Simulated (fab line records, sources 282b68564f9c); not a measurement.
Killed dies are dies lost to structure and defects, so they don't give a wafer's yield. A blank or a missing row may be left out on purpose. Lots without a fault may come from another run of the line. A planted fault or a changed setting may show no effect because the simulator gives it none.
Split-lot experiment | flow rit_cmos | 5 lots, 23 wafers read, on a route of 202 steps

THE SPLIT
At RIT_CONTACT_COAT_03 (resist thk 1000 nm), the setting resist_thk_nm was moved away from the recipe's 1000 nm on 10 of the 23 wafers read, by -5.5% to +3.9%. The other wafers ran this setting at the recipe's value.

FROM THE SPLIT TO THE READING: what the file shows between them, 2 steps
- RIT_CONTACT_SOFTBAKE_04: time 60 s
- RIT_CONTACT_EXPOSE_05: exposes mask M11, target cd 1000 nm

THE READING
NOVOLAK_of_CONTACT_COAT_03.thk_nm (the simulator's own value, which no gauge read), in nm, at RIT_CONTACT_HARDBAKE_10 (time 60 s). The file gives no usual value for it. The 13 wafers here that ran the recipe average 884.2 nm, standard deviation 2.6 nm.

wafer  | tool, chamber at the split | resist_thk_nm as run, nm | against the recipe | NOVOLAK_of_CONTACT_COAT_03.thk_nm, nm | against lot-mates on the recipe
L074.2 | litho_track-04, 0          | 1000                     | recipe             | 882                                   | -
L074.4 | litho_track-04, 0          | 1000                     | recipe             | 884                                   | -
L074.6 | litho_track-04, 0          | 1000                     | recipe             | 883.7                                 | -
L076.1 | litho_track-04, 0          | 1000                     | recipe             | 882.2                                 | -
L076.2 | litho_track-04, 0          | 1020                     | +2.0%              | 899.5                                 | +17.5
L076.3 | litho_track-04, 0          | 1020                     | +2.0%              | 899.4                                 | +17.4
L076.5 | litho_track-04, 0          | 1020                     | +2.0%              | 899.9                                 | +17.9
L076.6 | litho_track-04, 0          | 1000                     | recipe             | 881.7                                 | -
L079.1 | litho_track-01, 0          | 1000                     | recipe             | 882.5                                 | -
L079.2 | litho_track-01, 0          | 1000                     | recipe             | 882                                   | -
L079.3 | litho_track-01, 0          | 1000                     | recipe             | 881.9                                 | -
L079.4 | litho_track-01, 0          | 1039                     | +3.9%              | 917.6                                 | +35.5
L079.6 | litho_track-01, 0          | 1039                     | +3.9%              | 916.4                                 | +34.3
L080.1 | litho_track-04, 0          | 982.1                    | -1.8%              | 868.1                                 | -18.3
L080.2 | litho_track-04, 0          | 1000                     | recipe             | 885.7                                 | -
L080.3 | litho_track-04, 0          | 982.1                    | -1.8%              | 871.8                                 | -14.6
L080.4 | litho_track-04, 0          | 1000                     | recipe             | 885.5                                 | -
L080.6 | litho_track-04, 0          | 1000                     | recipe             | 888.1                                 | -
L084.1 | litho_track-04, 0          | 944.8                    | -5.5%              | 837                                   | -50.7
L084.2 | litho_track-04, 0          | 1000                     | recipe             | 890.2                                 | -
L084.4 | litho_track-04, 0          | 1000                     | recipe             | 885.2                                 | -
L084.5 | litho_track-04, 0          | 944.8                    | -5.5%              | 839.2                                 | -48.5
L084.6 | litho_track-04, 0          | 944.8                    | -5.5%              | 835.1                                 | -52.6

THE FIT
A straight line over all 23 wafers: NOVOLAK_of_CONTACT_COAT_03.thk_nm changes by +8.4 nm for each +1% of resist_thk_nm; r = +0.99; the points scatter about the line by 2.3 nm.
The same after taking each lot's own level away (the mean of its wafers on the recipe; 23 wafers): +9.08 nm for each +1%; r = +1.00; scatter 1.3 nm.
On that fit, the largest move of resist_thk_nm shifts the reading by 50 nm.
The lots' own levels span 881.95 to 887.70 nm, that is 2.3 times the standard deviation above.
So the lot-to-lot level changes the slope little: the two slopes agree.
Check: with one of the wafers moved furthest among these (-5.5%) left out of the fit, the line predicts -50.2 nm for it against its lot-mates. It came out at -50.7 nm against them.

OTHER SPLITS ON THESE WAFERS
These wafers also went through other splits before the reading. Each is held against what the fit with the lots' levels taken away leaves over:
other split on the same wafers  | wafers away from the commonest value | r with NOVOLAK_of_CONTACT_COAT_03.thk_nm (lot level and that fit taken away)
RIT_GATE_ETCH_19 rf_w           | 5                                    | -0.03
RIT_REOX_OXIDATION_03 ox_time_s | 15                                   | +0.02
RIT_NLDD_IMPLANT_08 energy_kev  | 5                                    | +0.03
RIT_PLDD_COAT_01 spin_rpm       | 5                                    | +0.08
RIT_CONTACT_CVD_00 time_s       | 10                                   | -0.03

THE WHOLE CHAIN: every reading that the file lists as answering this split, in the file's order
step                    | what it does       | reading                                                                            | change (the file's fit)              | r (the file's)
RIT_CONTACT_COAT_03     | resist thk 1000 nm | NOVOLAK_of_CONTACT_COAT_03.thk_nm (the simulator's own value, which no gauge read) | +10.4 nm for each +1% of the setting | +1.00
RIT_CONTACT_HARDBAKE_10 | time 60 s          | NOVOLAK_of_CONTACT_COAT_03.thk_nm (the simulator's own value, which no gauge read) | +9.08 nm for each +1% of the setting | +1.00

THE FILE'S OWN FIT
NOVOLAK_of_CONTACT_COAT_03.thk_nm changes by +9.08 nm for each +1% of resist_thk_nm, r = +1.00.
